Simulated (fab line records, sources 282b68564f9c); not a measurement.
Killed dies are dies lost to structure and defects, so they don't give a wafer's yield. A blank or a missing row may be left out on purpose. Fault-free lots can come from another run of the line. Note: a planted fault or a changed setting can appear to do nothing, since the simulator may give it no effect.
What tool caused it? -- flow rit-cmos -- 42 wafers from 14 lots sampled at 2 of the route's 202 steps

WHAT EACH GAUGE READ, for each wafer
RIT_ACTIVE_THK_MEAS_04. Usual: for ACTIVE_NITRIDE_THK the level is 150.0 nm and the standard deviation is 1.4.
lot,measured,on,ACTIVE_NITRIDE_THK (nm),flag
L848,day 1 14:16,film-metro-01,151.2 151.0 149.3,
L851,day 2 04:32,film-metro-01,151.9 151.5 151.1,
L853,day 2 15:33,film-metro-01,149.7 148.5 148.4,
L854,day 2 21:13,film-metro-02,297.9 298.6 298.5,OFF
L856,day 3 06:08,film-metro-02,150.8 150.5 148.9,
L857,day 3 11:19,film-metro-02,149.5 149.7 149.4,
L858,day 3 20:37,film-metro-01,299.5 301.9 301.0,OFF
L864,day 4 21:32,film-metro-04,151.9 151.4 150.5,
L865,day 5 03:07,film-metro-02,150.6 150.5 151.9,
L866,day 5 08:55,film-metro-01,148.4 149.8 148.8,
L868,day 5 19:07,film-metro-01,149.4 150.6 149.3,
L869,day 5 23:14,film-metro-01,147.8 148.2 147.8,
L870,day 6 05:11,film-metro-02,148.9 147.8 149.9,
L871,day 6 08:43,film-metro-01,150.6 149.7 149.5,

TOOL THAT RAN EACH LOT (tool first, then ch and the chambers of the sampled wafers, then the start)
lot,RIT_ACTIVE_CVD_03
L848,"lpcvd-02 ch 1, day 1 12:51"
L851,"lpcvd-02 ch 0, day 2 03:07"
L853,"lpcvd-01 ch 0, day 2 14:08"
L854,"lpcvd-01 ch 1, day 2 18:07"
L856,"lpcvd-02 ch 1, day 3 04:41"
L857,"lpcvd-02 ch 1, day 3 09:54"
L858,"lpcvd-02 ch 1, day 3 17:19 and lpcvd-01 ch 1, day 3 19:11"
L864,"lpcvd-02 ch 0, day 4 20:07"
L865,"lpcvd-02 ch 0, day 5 01:41"
L866,"lpcvd-01 ch 1, day 5 06:46"
L868,"lpcvd-02 ch 0, day 5 17:37"
L869,"lpcvd-02 ch 0, day 5 21:07"
L870,"lpcvd-02 ch 0, day 6 03:02"
L871,"lpcvd-01 ch 0, day 6 07:17"
- RIT_ACTIVE_CVD_03: deposits Si3N4 from SiH2Cl2/NH3, target thk 150 nm, time 1500 s.

AS READ BY THE TOOLS THEMSELVES (means over the sampled wafers that have a number; for cases with no such wafer, the mark the record gives instead)
The record holds no such reading with a usual standard deviation.

THE ANSWER, worked out from the rows above alone
Rule: take the mean of a lot's wafers that have a number; if it is more than 3 standard deviations from the usual mean, the lot is off. A lot without any number at a reading at which 4 lots or more have one is off too. Any other lot the step has rows for is counted as sound. After the gauges, taken in route order, come the tools' own readings; for these a lot's mean is taken, as printed above. The first step at which some lot is off is used, and at that step the reading that is off furthest; a lot without a number counts as furthest.
Off: at RIT_ACTIVE_THK_MEAS_04 (ACTIVE_NITRIDE_THK), L854, L858.
If a tool, at a process step before that reading, ran all the lots that are off and no sound lot after the first of them, it fits. The gauges at RIT_ACTIVE_THK_MEAS_04 are tried like those tools. No candidate that was tried fits.

WHAT THE SIMULATOR HAD INSERTED
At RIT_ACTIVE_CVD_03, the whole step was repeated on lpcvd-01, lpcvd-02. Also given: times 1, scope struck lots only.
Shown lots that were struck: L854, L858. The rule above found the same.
